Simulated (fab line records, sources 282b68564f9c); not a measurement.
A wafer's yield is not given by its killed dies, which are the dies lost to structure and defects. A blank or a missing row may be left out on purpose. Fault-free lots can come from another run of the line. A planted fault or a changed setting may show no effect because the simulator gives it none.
Comparing a struck lot with a sound one	flow rit_cmos	15 out of 202 route steps
Sound: wafers L835.1, L835.2, L835.5. Struck: wafer L845.1 (left out: L845.2, L845.5 of the same lot, which were not struck); the cause appears at the end.
For every step that has rows: the tool of each side, followed by ch and its chambers, followed by its first start. Under that, the readings that differ: sound wafers	struck wafers	difference of the means	sigmas: that difference in standard deviations of wafers without a fault.
alike: readings with means less than 2 such deviations apart, plus words and numbers identical on both sides. not compared: withheld readings, readings lacking a value on some wafer, bounds such as >300 that could conceal the same value, and numbers that have no deviation in the record and whose values overlap.
A row with sigmas, a row that says differs or no value, or rows on one side alone: a step with any of these is where the two part. Non-overlapping numbers with no deviation appear without sigmas and do not part them. A reading that every wafer of one side lacks parts them only if that side has two wafers or more.

RIT_SILICIDE_RTA_06: time 10 s, ramp up 5 s, ramp down 10 s.
  sound on rtp_anneal-01 ch 0, day 4 10:40; struck on rtp_anneal-01 ch 0, day 6 13:27
reading	sound	struck	difference	sigmas
chamber_o2_ppm	1.967 1.996 1.934	2.029	+0.063	+3
  alike: anneal_temp_c_max, wafer_temp_C_max
RIT_CONTACT_CVD_00: deposits SiO2 from TEOS, target thk 400 nm, time 61 s.
  sound on pecvd-02 ch 1,2, day 4 10:44; struck on pecvd-03 ch 2, day 6 13:31
  alike: heater_power_w
RIT_CONTACT_THK_MEAS_01:
  struck on film_metro-02, day 6 13:34; sound on film_metro-04, day 4 10:47
  alike: CONTACT_TEOS_THK
then, 2 steps without rows for these wafers: RIT_CONTACT_HMDS_02 (prime time 60 s); RIT_CONTACT_COAT_03 (resist thk 1000 nm).
RIT_CONTACT_SOFTBAKE_04: time 62.18 s.
  sound on litho_track-04 ch 0, day 4 11:09; struck on litho_track-04 ch 0, day 6 13:56
  alike: plate_sensor_t_centre_C, plate_sensor_t_edge_C
then, 3 steps without rows for these wafers: RIT_CONTACT_EXPOSE_05 (exposes mask M11, target cd 1000 nm); RIT_CONTACT_PEB_06; RIT_CONTACT_DEVELOP_07 (develop time 120 s).
RIT_CONTACT_CD_MEAS_08: the cd target is 1000 nm.
  struck on cd_sem-02, day 6 14:44; sound on cd_sem-02, day 4 11:49
  alike: cd_nm
RIT_CONTACT_OVL_MEAS_09:
  struck on overlay-02, day 6 14:51; sound on overlay-02, day 4 11:56
  alike: CONTACT_OVL
then, 1 step without rows for these wafers: RIT_CONTACT_HARDBAKE_10 (time 60 s).
RIT_CONTACT_ETCH_11: etches SiO2 in CHF3/CF4/Ar, stops on TiSi2, target depth 480 nm, time 320 s.
  sound on rie_diel-03 ch 0,3, day 4 12:07; struck on rie_diel-03 ch 0, day 6 15:05
reading	sound	struck	difference	sigmas
model.NOVOLAK_of_CONTACT_COAT_03.thk_nm (nm)	763.9 767.4 766.2	754	-12	
  alike: drypump_motor_current_A, oes_product_au, throttle_valve_pct
  not compared: rf_hours_counter_h
RIT_CONTACT_STRIP_12: strips in O2, time 180 s.
  sound on plasma_asher-02 ch 0,1, day 4 12:19; struck on plasma_asher-01 ch 0, day 6 15:17
  alike: drypump_motor_current_A
  not compared: rf_hours_counter_h
RIT_M1_PROBE_99:
  struck on prober-02, day 6 19:57; sound on prober-02, day 4 17:11
reading	sound	struck	difference	sigmas
model.etest.nmos_0p15.junction_log10_a_um	-13.39 -13.46 -13.56	-12.9	+0.6	
model.etest.nmos_narrow.off_log10_a_um	-13.24 -13.14 -13.18	-12.85	+0.34	
model.etest.nmos_0p3.off_log10_a_um	-13.06 -13.03 -13.12	-12.79	+0.28	
model.etest.gate_end_array.leak_log10_a_um	-12.92 -12.88 -12.91	-12.64	+0.26	
model.etest.pmos_0p15.junction_log10_a_um	-13.8 -13.79 -13.84	-13.62	+0.19	
model.etest.antenna_contact.vt_shift_v (V)	-0.01295 -0.009595 -0.01196	-0.02006	-0.00856	
  alike: killed_at_front_end, killed_dies, killed_open, killed_short

## WHERE THEY PART
Only at RIT_SILICIDE_RTA_06, within this record. Later steps at which nothing parts them and some readings are alike: RIT_CONTACT_CVD_00, RIT_CONTACT_THK_MEAS_01, RIT_CONTACT_SOFTBAKE_04, RIT_CONTACT_CD_MEAS_08, RIT_CONTACT_OVL_MEAS_09, RIT_CONTACT_ETCH_11, RIT_CONTACT_STRIP_12, RIT_M1_PROBE_99.

WHY: whatever the simulator had introduced
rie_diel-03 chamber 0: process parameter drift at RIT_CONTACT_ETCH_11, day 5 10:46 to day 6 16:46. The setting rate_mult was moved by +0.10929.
